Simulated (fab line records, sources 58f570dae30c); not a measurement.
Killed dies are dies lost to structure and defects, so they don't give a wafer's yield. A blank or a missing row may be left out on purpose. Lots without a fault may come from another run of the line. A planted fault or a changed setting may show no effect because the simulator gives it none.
Tool commonality check | flow berkeley_cmos170 | 13 lots, 39 wafers sampled

WHY IT WAS OPENED
At UCB170_M2_OVL_MEAS_16 the reading M2_OVL is flagged on 3 of 13 lots. Wafers without a fault read -4 nm, standard deviation 5.5.
Rule: a lot is flagged when every wafer of it that has a number lies more than 4 standard deviations from that mean, or none has a number. The other lots count as sound.

lot  | measured     | on         | M2_OVL (nm), wafer by wafer | flag
L103 | day 9 11:47  | overlay-01 | -8 1 -7                     |
L102 | day 9 13:22  | overlay-02 | -5 -2 0                     |
L104 | day 9 14:46  | overlay-01 | -14 -2 -9                   |
L105 | day 10 07:29 | overlay-02 | -3 -9 -9                    |
L109 | day 11 04:52 | overlay-02 | -12 -4 0                    |
L110 | day 11 05:27 | overlay-01 | 122 120 123                 | FLAGGED
L108 | day 11 07:11 | overlay-01 | 110 110 115                 | FLAGGED
L116 | day 12 04:08 | overlay-01 | 5 -1 1                      |
L115 | day 12 04:25 | overlay-02 | 118 117 113                 | FLAGGED
L113 | day 12 04:32 | overlay-02 | -6 -2 3                     |
L119 | day 12 23:01 | overlay-02 | 8 3 5                       |
L121 | day 13 07:17 | overlay-02 | 8 2 8                       |
L122 | day 13 07:46 | overlay-02 | -8 -6 -2                    |
The numbers of the flagged lots are 116 nm on average: +120 nm against the usual, or +22 standard deviations.

WHICH TOOL RAN EACH LOT
The record holds 1 process step before the reading, out of a route of 331 steps. In each cell: the tool, then ch and the chambers that the sampled wafers went through, then the start.
lot  | flag    | UCB170_M2_EXPOSE_12
L103 |         | krf_scanner-01 ch 0, day 9 11:17
L102 |         | krf_scanner-02 ch 0, day 9 12:32
L104 |         | krf_scanner-02 ch 0, day 9 14:07
L105 |         | krf_scanner-01 ch 0, day 10 06:47
L109 |         | krf_scanner-02 ch 0, day 11 03:57
L110 | FLAGGED | krf_scanner-01 ch 0, day 11 04:09
L108 | FLAGGED | krf_scanner-01 ch 0, day 11 06:32
L116 |         | krf_scanner-02 ch 0, day 12 02:53
L115 | FLAGGED | krf_scanner-01 ch 0, day 12 03:08
L113 |         | krf_scanner-02 ch 0, day 12 03:26
L119 |         | krf_scanner-02 ch 0, day 12 22:30
L121 |         | krf_scanner-02 ch 0, day 13 06:46
L122 |         | krf_scanner-02 ch 0, day 13 07:15
What these steps do:
- UCB170_M2_EXPOSE_12: exposes mask METAL2, target cd 700 nm.
- UCB170_M2_OVL_MEAS_16

FLAGGED OVER TOTAL, TOOL BY TOOL (the gauges that took the reading come last)
step                  | tool           | lots run | flagged | share of the flagged lots | sound lots run after its first flagged lot
UCB170_M2_EXPOSE_12   | krf_scanner-01 | 5        | 3       | all                       | 0
UCB170_M2_EXPOSE_12   | krf_scanner-02 | 8        | 0       | none                      | -
UCB170_M2_OVL_MEAS_16 | overlay-01     | 5        | 2       | some                      | 1 (L116)
UCB170_M2_OVL_MEAS_16 | overlay-02     | 8        | 1       | some                      | 4 (L113,L119,L121,L122)

WHAT THE TABLE ALLOWS
1 row of the table ran every flagged lot: krf_scanner-01 at UCB170_M2_EXPOSE_12.
- krf_scanner-01 at UCB170_M2_EXPOSE_12: 3 of its 5 lots flagged. Its last sound lot is L105 (day 10 06:47), its first flagged lot L110 (day 11 04:09): a fault that began between those two fits.
One tool is left: krf_scanner-01 at UCB170_M2_EXPOSE_12.

WHAT THE SIMULATOR HAD PUT IN
Scanner matching overlay: krf_scanner-01, from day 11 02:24 on, at UCB170_M2_EXPOSE_12. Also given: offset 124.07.
Lots struck among those shown: L110, L108, L115. The rule above found the same.
